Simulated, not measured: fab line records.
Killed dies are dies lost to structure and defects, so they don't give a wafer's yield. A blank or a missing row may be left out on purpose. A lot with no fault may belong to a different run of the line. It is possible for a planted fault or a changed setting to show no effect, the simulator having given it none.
Struck lot and sound lot, side by side / flow rit-cmos / 15 out of 202 route steps
Sound: wafers L746.1, L746.3, L746.4. Struck: wafers L755.2, L755.5, L755.6. The cause is named last.
At each step with rows: each side's tool, then ch and its chambers, then its first start. Under that, the readings that differ: sound wafers / struck wafers / difference of the means / sigmas: that difference in standard deviations of wafers without a fault.
alike: words and numbers the same on both sides, and readings whose means are apart by under 2 such deviations; not compared: readings that were withheld, readings missing a value for some wafer, numbers with overlapping values and no deviation given by the record, and bounds like >300 which may hide the same value.
The two part at a step that has a row with sigmas, a row that says differs or no value, or rows on one side only. Numbers that have no deviation but don't overlap get no sigmas and don't part them. A reading missing from all wafers of one side parts the sides only when that side holds two or more wafers.

first, 3 steps without rows for these wafers: RIT_SDANNEAL_CLEAN_00 (cleans in SC1, time 600 s); RIT_SDANNEAL_CLEAN_01 (cleans in dHF, time 30 s); RIT_SDANNEAL_CLEAN_02 (cleans in SC2, time 600 s).
RIT_SDANNEAL_RTA_03: time 5 s.
  sound on rtp-anneal-02 ch 0, day 3 11:52; struck on rtp-anneal-01 ch 0, day 5 11:06
  alike: ramp-down-c-per-s, wafer_temp_C_max
RIT_SDANNEAL_RS_MEAS_04: a four-point-probe measurement.
  sound on film-metro-04, day 3 11:56; struck on film-metro-02, day 5 11:10
  alike: PSD_RS
RIT_SDANNEAL_RS_MEAS_05: a four-point-probe measurement.
  sound on film-metro-04, day 3 12:03; struck on film-metro-02, day 5 11:17
  alike: NSD_RS
RIT_SDANNEAL_RS_MEAS_06: a four-point-probe measurement.
  sound on film-metro-04, day 3 12:10; struck on film-metro-02, day 5 11:25
reading=PLDD_RS (ohm/sq); sound=178.2 177.7 177.8; struck=179.4 179.1 179.3; difference=+1.4; sigmas=+3
RIT_SDANNEAL_RS_MEAS_07: a four-point-probe measurement.
  sound on film-metro-04, day 3 12:17; struck on film-metro-02, day 5 11:32
  alike: NLDD_RS
then, 1 step without rows for these wafers: RIT_SILICIDE_WET_ETCH_00 (etches SiO2 in BOE, target depth 14 nm, time 15.47 s).
RIT_SILICIDE_SPUTTER_01: material Ti, target thk 30 nm, time 240 s.
  sound on pvd-sputter-02, day 3 12:25; struck on pvd-sputter-01, day 5 11:38
  alike: throttle-valve-pct
RIT_SILICIDE_RS_MEAS_02: a four-point-probe measurement.
  sound on film-metro-04, day 3 12:34; struck on film-metro-03, day 5 11:49
  alike: SILICIDE_TI_RS
RIT_SILICIDE_THK_MEAS_03: measures by xrf.
  sound on film-metro-04, day 3 12:41; struck on film-metro-03, day 5 11:55
  alike: SILICIDE_TI_THK
RIT_SILICIDE_RTA_04: time 10 s, ramp up 5 s, ramp down 5 s.
  sound on rtp-anneal-01 ch 0, day 3 12:45; struck on rtp-anneal-02 ch 0, day 5 11:59
reading=wafer_temp_C_max; sound=653.9 653.8 656.2; struck=592.5 592.4 593.2; difference=-61.9; sigmas=-87
then, 1 step without rows for these wafers: RIT_SILICIDE_WET_ETCH_05 (etches Ti in SPM, time 120 s).
RIT_M1_PROBE_99:
  sound on prober-02, day 3 19:20; struck on prober-01, day 5 18:35
  alike: killed-at-contacts, killed-at-front-end, killed-dies, killed-on-rim, killed-open, killed-short

## WHERE THEY PART
First at RIT_SDANNEAL_RS_MEAS_06; last, within this record, at RIT_SILICIDE_RTA_04. Later steps at which nothing parts them and some readings are alike: RIT_M1_PROBE_99.

WHY: the cause the simulator had injected
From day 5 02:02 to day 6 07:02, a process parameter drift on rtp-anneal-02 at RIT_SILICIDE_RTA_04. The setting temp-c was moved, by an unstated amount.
